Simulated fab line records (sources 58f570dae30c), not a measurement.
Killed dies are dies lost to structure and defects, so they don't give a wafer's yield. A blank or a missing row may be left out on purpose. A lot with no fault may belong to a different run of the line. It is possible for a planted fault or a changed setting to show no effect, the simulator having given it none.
Problem report, 8D (eight disciplines) form, completed by code    flow berkeleyCmos170    the parts of the form that need people (team, actions taken, sign-off) are left out

1. WHAT IS WRONG
Mean of runLengthS at UCB170_M3_METAL_ETCH_18: 200.1 s across 3 wafers in 2 lots; on wafers with no fault it is 223.2 s (standard deviation 0.53). That puts it -44 standard deviations away from the usual mean.
The step: etches Al in Cl2/BCl3, stops on SiO2, target depth 1170 nm, time 195 s.
Seen first at day 9 02:18 on rieMetal-04, wafer L850.5. The record has a number at this step for 42 wafers belonging to 14 lots. By rule, "out" or "out of limits" means more than 4 standard deviations away from the usual mean. The rest of the wafers with a number are treated as sound.

2. WHAT IT IS, AND WHAT IT ISN'T
question                     is                        is not
which readings at this step  runLengthS, oesProductAu  drypumpMotorCurrentA, mfcCl2Sccm, throttleValvePct
which lots                   L850, L852                L843, L844, L845, L846, L856, L858, L859, L860, L861, L862, L864, L866
which wafers of those lots   L850.5, L852.2, L852.6    L850.3, L850.6, L852.1
read on which tools          rieMetal-04               rieMetal-02, rieMetal-03
when                         from day 9 02:18          up to then (14 sound wafers); but 25 sound wafers of L852, L856, L858, L859, L860, L861, L862, L864, L866 came after

3. WHAT RULES OUT EACH SUSPECT
Counting: if a tool at a process step up to the reading ran every lot that is out, it stays a suspect. Sound lots after the first of them don't rule it out here, since some wafers of a struck lot are sound.
- rieDiel-02 at UCB170_V1_ETCH_14 (etches SiO2 in CHF3/CF4/Ar, stops on Al, target depth 1250 nm, time 291 s): kept. Every lot that is out went through it, the first being L850 (day 8 17:55); the last sound lot it ran before that was L846 (day 7 22:04).
- rieMetal-04 at UCB170_M3_METAL_ETCH_18 (etches Al in Cl2/BCl3, stops on SiO2, target depth 1170 nm, time 195 s): kept. Every lot that is out went through it, the first being L850 (day 9 02:18); the last sound lot it ran before that was L846 (day 8 08:04). Its own oesProductAu, runLengthS readings are out on those wafers.
- The sound lot-mates ran in chamber 1 of rieMetal-04 at UCB170_M3_METAL_ETCH_18, but the wafers that are out ran in chamber 0.
Remaining after the count are rieDiel-02 at UCB170_V1_ETCH_14 and rieMetal-04 at UCB170_M3_METAL_ETCH_18.

4. THE CAUSE (what the simulator had put in)
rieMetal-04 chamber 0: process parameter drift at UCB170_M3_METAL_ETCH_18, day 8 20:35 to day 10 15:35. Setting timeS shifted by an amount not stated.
After counting, 2 suspects remain, this tool included.

5. SEQUENCE OF EFFECTS, ordered by route
Rows list readings where the struck wafers' mean (over those with a number) sits beyond 3 standard deviations from the usual. Only readings whose record carries a usual standard deviation are examined. hours: median over the lots of the time between each lot's start at the first step of this table that gives one and its start at this step. sigmas: the change, counted in usual standard deviations.
hours  step                     reading       usual       on struck wafers  change  sigmas
0      UCB170_M3_METAL_ETCH_18  oesProductAu  0.849 a.u.  0.986             +0.137  +8.6
0      UCB170_M3_METAL_ETCH_18  runLengthS    223.2 s     200.1             -23.1   -44
0      UCB170_M3_STRIP_19       oesProductAu  0.534 a.u.  0.617             +0.083  +6.0
The process steps in it:
- UCB170_M3_METAL_ETCH_18: etches Al in Cl2/BCl3, stops on SiO2, target depth 1170 nm, time 195 s.
- UCB170_M3_STRIP_19: strips in O2.

6. WHAT WOULD HAVE CAUGHT IT SOONER
6 hours passed between the start of the fault at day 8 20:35 and the first reading out of limits in this record, taken at day 9 02:18.
